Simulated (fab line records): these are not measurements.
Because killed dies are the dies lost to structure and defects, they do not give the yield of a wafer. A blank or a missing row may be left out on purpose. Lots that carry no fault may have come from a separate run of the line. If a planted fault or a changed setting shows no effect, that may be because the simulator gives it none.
fab line records	flow berkeley_cmos170
record: lots: 15	wafers: 45	last_day: 13
route steps=331 shown M1@246
lots untouched by any fault: they come from a run of this same line in which no faults occurred
start_h: the number of hours between the record's first day and the start of the first shown wafer of the lot	wait_h: hours since the lot's step before	" as in the row above	L1.1+2: a row that stands for several wafers	- no value present, or no start provided	* or withheld: withheld	< > ~ a bound
route shown NAME@n: a module of which the file shows steps, and the number in the route of the first	usual: mean/standard deviation of fault-free wafers	same: alike in all rows	chamber/n: place in a boat	sites: readings site by site	_std_site: the values' standard deviation	_edge_site: the outer-site mean with the inner-site mean subtracted	radius_mm: how far each site lies from the wafer's centre	mask NAME#n: copy n	behind: the last tool/chamber to shape the wafer	hold: cause of the lot's hold/its duration in hours/its outcome	device: the transistor (n, p or np) that didn't switch	end of line: the tests these same wafers got at the end of their route	step lacking rows: just its recipe	killed: not the wafer's yield, but the dies lost to structure and defects at the first sort	map: dies across one wafer; x = killed, . = not, _ = none there
set.NAME: the setting as run; set.NAME@STEP: as run at that earlier step	model.NAME: the simulator's own value behind a step, which no gauge read
one table for each step of the route and one row for each wafer, over a sample of lots
== steps ==
step: UCB170_M1_DEVELOP_08
recipe: developer: TMAH	develop_time_s: 45	resist: KrF	dev_temp_c: 21
usual: chill_plate_temp_C: 22.97/0.1	develop_time_s: 45/0
lot.wafer	tool	chamber	start_h	wait_h	chill_plate_temp_C	develop_time_s
L735.1	litho_track-04	0	173	-	23.03	45
L735.5	"	0	174	-	22.71	45
L735.6	"	0	"	"	22.96	45
L737.2	litho_track-03	0	174	-	23.14	45
L737.5	"	0	"	"	23.15	45
L737.6	"	0	"	"	23.07	45
L738.1	litho_track-04	0	191	-	23.03	45
L738.5	"	0	"	"	23.04	45
L738.6	"	0	"	"	22.93	45
L742.1	litho_track-04	-	204	-	-	-
L742.4	"	-	"	"	-	-
L742.6	"	-	"	"	-	-
L741.2	litho_track-01	-	206	-	-	-
L741.4	"	-	"	"	-	-
L741.5	"	-	"	"	-	-
L740.1	litho_track-01	-	206	-	-	-
L740.2	"	-	"	"	-	-
L740.4	"	-	"	"	-	-
L745.4	litho_track-03	0	226	-	23.12	45
L745.5	"	0	"	"	22.95	45
L745.6	"	0	"	"	22.99	45
L748.4	litho_track-03	0	238	-	23.11	45
L748.5	"	0	"	"	23.04	45
L748.6	"	0	"	"	23.09	45
L750.2	litho_track-01	0	239	-	22.84	45
L750.3	"	0	"	"	22.93	45
L750.5	"	0	"	"	22.86	45
L749.1	litho_track-03	0	243	-	22.93	45
L749.5	"	0	"	"	23.01	45
L749.6	"	0	"	"	23.05	45
L752.3	litho_track-04	0	244	-	22.90	45
L752.5	"	0	"	"	22.89	45
L752.6	"	0	"	"	23.02	45
L753.2	litho_track-03	0	246	-	23.10	45
L753.4	"	0	"	"	22.98	45
L753.6	"	0	247	-	23.05	45
L754.1	litho_track-01	0	268	-	23.04	45
L754.3	"	0	"	"	23.06	45
L754.5	"	0	"	"	22.99	45
L756.4	litho_track-04	0	268	-	22.86	45
L756.5	"	0	"	"	23.10	45
L756.6	"	0	"	"	23.01	45
L758.3	litho_track-01	0	285	-	22.93	45
L758.5	"	0	"	"	23.01	45
L758.6	"	0	"	"	22.92	45
== key ==
first_sign: step: UCB170_M1_DEVELOP_08	reading: tool_record	direction: missing
effect none on later readings
met_at UCB170_M1_DEVELOP_08
struck_lots L740,L741,L742
later_rows_left_out L740.1,L740.2,L740.4,L741.2,L741.4,L741.5,L742.1,L742.4,L742.6
sort_left_out L740.1,L740.2,L740.4,L741.2,L741.4,L741.5,L742.1,L742.4,L742.6
onset_between 191 204
fault: kind: skipped_step_whole	tool: litho_track-01,litho_track-04	chamber: -	onset_h: 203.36	steps: UCB170_M1_DEVELOP_08	scope: struck_lots_only
sort_left_out: the simulated sort isn't trusted on such a fault, so these wafers' sort isn't shown, and their yield isn't known
later_rows_left_out: the simulator's readings of these wafers behind a module that went badly wrong aren't trusted and aren't shown, but for the sort
